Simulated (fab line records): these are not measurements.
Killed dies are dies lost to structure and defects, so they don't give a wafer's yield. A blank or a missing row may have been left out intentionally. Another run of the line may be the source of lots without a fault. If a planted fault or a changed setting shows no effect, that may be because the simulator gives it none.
fab line records + flow ritCmos
[record]
- lots = 15
- wafers = 45
- lastDay = 6
route steps=202 shown SPACER@130
lots that met no fault: from a run of the same line without faults
startH: hours from the record's opening day to when the first of the lot's shown wafers began + waitH: how many hours have passed since the lot's step before this one + " repeats the value in the row above + L1.1+2: a row that stands for several wafers + - no value present, or no start provided + * or withheld: withheld + < > ~ a bound
route shown NAME@n: a module of which the file shows steps, and the number in the route of the first + usual: mean/standard deviation taken from wafers without a fault + same: alike in all rows + chamber/n: place in a boat + sites: each site's reading + _std_site: the standard deviation of these + _edge_site: inner sites' mean taken away from outer sites' mean + radiusMm: for every site, how far away it sits from the centre of the wafer + mask NAME#n: copy n + behind: the last tool/chamber to shape the wafer + hold: reason for holding the lot/hours on hold/outcome of the hold + device: whichever transistor did not switch (one of n, p or np) + end of line: tests of these same wafers at the route's end + a step without rows: its recipe alone + killed: count of dies lost to structure and defects at first sort (not the wafer's yield) + map: a wafer's dies, marking killed ones x, the rest . and places with no die _
set.NAME: the run value of the setting; set.NAME@STEP: its run value at that earlier step + model.NAME: the simulator's own value behind a step, which no gauge read
route steps across a sampled set of lots; one table per step, one row per wafer
services: the hour from which a tool's chamber was out of use, counted from the record's first day as startH (under 0 if before that day), plus the number of hours and why
[[steps]]
[step RIT_SPACER_ETCHBACK_05]
[recipe]
- targetDepthA = 2500
- SF6_flow_sccm = 30
- CHF3_flow_sccm = 30
- target = Si3N4
- chemistry = SF6/CHF3
- pressureMtorr = 40
- rfW = 250
- timeS = 240
- stopOn = SiO2
[usual]
- CHF3_flow_sccm = 30.02/0.093
- SF6_flow_sccm = 30.00/0.094
- drypumpMotorCurrentA = 5.6/0.32
- oesProductAu = 0.848/0.015
- throttleValvePct = 10.22/0.19
| lot.wafer | tool       | chamber | startH | waitH | CHF3_flow_sccm | SF6_flow_sccm | drypumpMotorCurrentA | oesProductAu | rfHoursCounterH | throttleValvePct |
|-----------|------------|---------|--------|-------|----------------|---------------|----------------------|--------------|-----------------|------------------|
| L234.2    | rieDiel-04 | 1       | 46.08  | 0.0   | 29.91          | 30.02         | 6.0                  | 0.858        | 111             | 10.45            |
| L234.3    | "          | 3       | "      | "     | 30.11          | 29.99         | 5.6                  | 0.833        | 7               | 10.11            |
| L234.4    | "          | 0       | "      | "     | 30.01          | 29.99         | 5.0                  | 0.852        | 143             | 10.25            |
| L235.1    | rieDiel-03 | 0       | 51.45  | 0.1   | 30.04          | 30.04         | 5.9                  | 0.859        | 33              | 10.10            |
| L235.2    | "          | 3       | "      | "     | 30.08          | 30.02         | 5.2                  | 0.864        | 114             | 10.30            |
| L235.5    | "          | 1       | "      | "     | 30.05          | 30.10         | 6.0                  | 0.845        | -               | 10.00            |
| L237.1    | rieDiel-02 | 2       | 60.51  | 0.1   | 30.03          | 30.03         | 5.7                  | 0.842        | 5               | 10.16            |
| L237.2    | "          | 0       | "      | "     | 29.91          | 29.98         | 5.9                  | 0.851        | 56              | 10.53            |
| L237.3    | "          | 1       | "      | "     | 30.00          | 29.92         | 5.4                  | 0.855        | 8               | 10.15            |
| L238.1    | rieDiel-02 | 3       | 65.84  | 0.1   | 30.15          | 30.09         | 5.8                  | 0.818        | 91              | 10.61            |
| L238.3    | "          | 1       | "      | "     | 30.01          | 30.10         | 5.4                  | 0.841        | 8               | 10.14            |
| L238.4    | "          | 2       | "      | "     | 30.08          | 29.96         | 5.6                  | 0.828        | 5               | 10.18            |
| L240.2    | rieDiel-03 | 2       | 77.06  | 0.0   | 29.93          | 29.79         | 5.3                  | 0.853        | 112             | 10.05            |
| L240.3    | "          | 2       | "      | "     | 29.97          | 29.90         | 5.3                  | 0.846        | -               | 10.05            |
| L240.6    | "          | 0       | "      | "     | 30.24          | 29.91         | 5.8                  | 0.864        | -               | 10.09            |
| L241.1    | rieDiel-02 | 3       | 81.39  | 0.1   | 30.00          | 29.89         | 5.9                  | 0.816        | 91              | 10.59            |
| L241.2    | "          | 1       | "      | "     | 30.05          | 30.00         | 5.3                  | 0.840        | 8               | 10.14            |
| L241.3    | "          | 2       | "      | "     | 30.05          | 30.02         | 5.7                  | 0.827        | 5               | 10.16            |
| L242.1    | rieDiel-02 | 3       | 87.93  | 0.1   | 29.93          | 30.14         | 5.9                  | 0.816        | 92              | 10.58            |
| L242.5    | "          | 0       | "      | "     | 29.95          | 29.86         | 6.0                  | 0.833        | -               | 10.57            |
| L242.6    | "          | 3       | "      | "     | 30.13          | 30.04         | 5.8                  | 0.821        | -               | 10.59            |
| L243.2    | rieDiel-03 | 2       | 90.10  | 0.0   | 29.97          | 30.11         | 5.3                  | 0.858        | 112             | 10.04            |
| L243.4    | "          | 1       | "      | "     | 29.95          | 30.07         | 6.0                  | 0.855        | 84              | 10.01            |
| L243.6    | "          | 0       | "      | "     | 30.11          | 29.91         | 5.8                  | 0.869        | -               | 10.08            |
| L245.2    | rieDiel-02 | 0       | 101.46 | 0.0   | 29.84          | 29.84         | 6.0                  | 0.836        | 57              | 10.54            |
| L245.3    | "          | 1       | "      | "     | 30.04          | 29.95         | 5.3                  | 0.846        | 9               | 10.14            |
| L245.4    | "          | 3       | "      | "     | 30.02          | 29.92         | 5.9                  | 0.832        | 92              | 10.59            |
| L246.1    | rieDiel-03 | 1       | 107.44 | 0.1   | 30.04          | 30.16         | 6.0                  | 0.843        | 84              | 9.99             |
| L246.4    | "          | 3       | "      | "     | 30.04          | 30.02         | 5.3                  | 0.854        | 115             | 10.30            |
| L246.6    | "          | 1       | "      | "     | 30.01          | 30.08         | 6.0                  | 0.847        | -               | 10.01            |
| L247.1    | rieDiel-03 | 0       | 115.86 | 0.1   | 29.94          | 29.96         | 5.8                  | 0.859        | 34              | 10.09            |
| L247.4    | "          | 1       | "      | "     | 29.91          | 29.93         | 6.0                  | 0.853        | 84              | 10.01            |
| L247.6    | "          | 3       | "      | "     | 30.06          | 29.93         | 5.2                  | 0.860        | -               | 10.29            |
| L250.3    | rieDiel-03 | 3       | 128.73 | 0.0   | 30.20          | 30.03         | 5.2                  | 0.852        | 115             | 10.30            |
| L250.4    | "          | 0       | "      | "     | 29.99          | 30.06         | 5.9                  | 0.854        | 35              | 10.09            |
| L250.6    | "          | 3       | "      | "     | 30.04          | 30.00         | 5.2                  | 0.861        | -               | 10.28            |
| L251.1    | rieDiel-03 | 3       | 134.90 | 0.1   | -              | -             | -                    | -            | -               | -                |
| L251.3    | "          | 2       | "      | "     | -              | -             | -                    | -            | -               | -                |
| L251.5    | "          | 3       | "      | "     | -              | -             | -                    | -            | -               | -                |
| L252.3    | rieDiel-02 | 2       | 138.70 | 0.0   | -              | -             | -                    | -            | -               | -                |
| L252.4    | "          | 1       | "      | "     | -              | -             | -                    | -            | -               | -                |
| L252.6    | "          | 1       | "      | "     | -              | -             | -                    | -            | -               | -                |
| L253.1    | rieDiel-03 | 2       | 143.70 | 0.1   | -              | -             | -                    | -            | -               | -                |
| L253.2    | "          | 3       | "      | "     | -              | -             | -                    | -            | -               | -                |
| L253.6    | "          | 3       | "      | "     | -              | -             | -                    | -            | -               | -                |
[[services]]
| tool       | chamber | startH | hours | kind   |
|------------|---------|--------|-------|--------|
| rieDiel-03 | 2       | 50.43  | 5.5   | repair |
| rieDiel-04 | -       | 59.02  | 0.9   | repair |
| rieDiel-03 | 1       | 69.09  | 9.3   | repair |
| rieDiel-03 | 3       | 69.48  | 14.2  | repair |
| rieDiel-02 | 0       | 73.39  | 13.9  | repair |
| rieDiel-04 | 0       | 93.81  | 9.9   | repair |
| rieDiel-04 | 1       | 96.48  | 6.6   | repair |
| rieDiel-04 | -       | 107.45 | 0.5   | repair |
| rieDiel-03 | 0       | 142.34 | 7.7   | repair |
[[key]]
[firstSign]
- step = RIT_SPACER_ETCHBACK_05
- reading = toolRecord
- direction = missing
effect none on later readings
metAt RIT_SPACER_ETCHBACK_05
struckLots L251,L252,L253
laterRowsLeftOut L251.1,L251.3,L251.5,L252.3,L252.4,L252.6,L253.1,L253.2,L253.6
sortLeftOut L251.1,L251.3,L251.5,L252.3,L252.4,L252.6,L253.1,L253.2,L253.6
testerLeftOut L251,L252,L253
onsetBetween 128.73 134.90
[fault]
- kind = skippedStepWhole
- tool = rieDiel-02,rieDiel-03
- chamber = -
- onsetH = 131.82
- steps = RIT_SPACER_ETCHBACK_05
- scope = struckLotsOnly
// testerLeftOut: of these lots the tester's yield and bins aren't shown, on N5 and GAA mostly nor the transistor test; their killed dies are dies lost to structure and defects alone, not to doping, threshold or leakage, so they don't give the yield
// sortLeftOut: the simulated sort isn't trusted on such a fault, so these wafers' sort isn't shown, and their yield isn't known
// laterRowsLeftOut: the simulator's readings of these wafers behind a module that went badly wrong aren't trusted and aren't shown, but for the sort
